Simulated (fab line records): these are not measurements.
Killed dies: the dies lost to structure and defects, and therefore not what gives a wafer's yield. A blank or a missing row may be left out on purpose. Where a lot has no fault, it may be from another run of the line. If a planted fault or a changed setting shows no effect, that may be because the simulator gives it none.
Comparing a struck lot with a sound one :: flow berkeleyCmos170 :: 14 steps out of a route of 331
Sound: the wafers L971.1, L971.3, L971.4. Wafers L966.1, L966.4, L966.5 were the ones struck. The cause is named last.
Per side, at each step with rows, come the tool, then ch with its chambers, and then its first start. Under that, the readings that differ: sound wafers :: struck wafers :: difference of the means :: sigmas: that difference in standard deviations of wafers without a fault.
alike: words and numbers the same on both sides, and readings whose means are apart by under 2 such deviations; not compared: readings that were withheld, readings missing a value for some wafer, numbers with overlapping values and no deviation given by the record, and bounds like >300 which may hide the same value.
A row with sigmas, a row that says differs or no value, or rows on one side alone: a step with any of these is where the two part. When numbers do not overlap yet have no deviation, they are printed without sigmas and do not part them. Lack of a reading on every wafer of one side parts them only where that side has two or more wafers.

UCB170_FIELD_THK_MEAS_90:
  sound on filmMetro-01 at day 8 15:17; struck on filmMetro-03 at day 7 06:43
reading: FIELD_OXIDE_LEFT_1_THK (nm)
sound: 422 427 429
struck: 464 463 465
difference: +38
sigmas: +4
then, 2 steps without rows for these wafers: UCB170_SACOX_CLEAN_00 (cleans in dHF, time 7.5 s); UCB170_SACOX_OXIDATION_01 (target thk 14.4 nm, ox time 2400 s).
UCB170_SACOX_THK_MEAS_02:
  sound on filmMetro-01 at day 8 23:20; struck on filmMetro-03 at day 7 13:23
  alike: SACOX_OXIDE_THK
then, 2 steps without rows for these wafers: UCB170_SCREENOX_WET_ETCH_00 (etches SiO2 in dHF, time 200 s); UCB170_SCREENOX_OXIDATION_01 (target thk 14.4 nm, ox time 2400 s).
UCB170_SCREENOX_THK_MEAS_02:
  sound on filmMetro-01 at day 9 06:32; struck on filmMetro-04 at day 7 20:26
  alike: SCREENOX_OXIDE_THK
then, 5 steps without rows for these wafers: UCB170_SCREENOX_ANNEAL_03 (time 900 s); UCB170_NVT_HMDS_00 (prime time 60 s); UCB170_NVT_COAT_01 (resist thk 900 nm); UCB170_NVT_SOFTBAKE_02 (time 60 s); UCB170_NVT_EXPOSE_03 (exposes mask PWELL, target cd 3000 nm).
UCB170_NVT_PEB_04:
  struck on lithoTrack-03, day 8 04:49; sound on lithoTrack-01 ch 0, day 9 16:19
  no value came back on the struck wafers for chillPlateTempC (C), exhaustPa (Pa); on the sound wafers chillPlateTempC (C) reads 23.10 23.14 23.00
then, 1 step without rows for these wafers: UCB170_NVT_DEVELOP_05 (develop time 45 s).

== WHERE THEY PART ==
First at UCB170_FIELD_THK_MEAS_90; last, within this record, at UCB170_NVT_PEB_04.

WHY: whatever the simulator had introduced
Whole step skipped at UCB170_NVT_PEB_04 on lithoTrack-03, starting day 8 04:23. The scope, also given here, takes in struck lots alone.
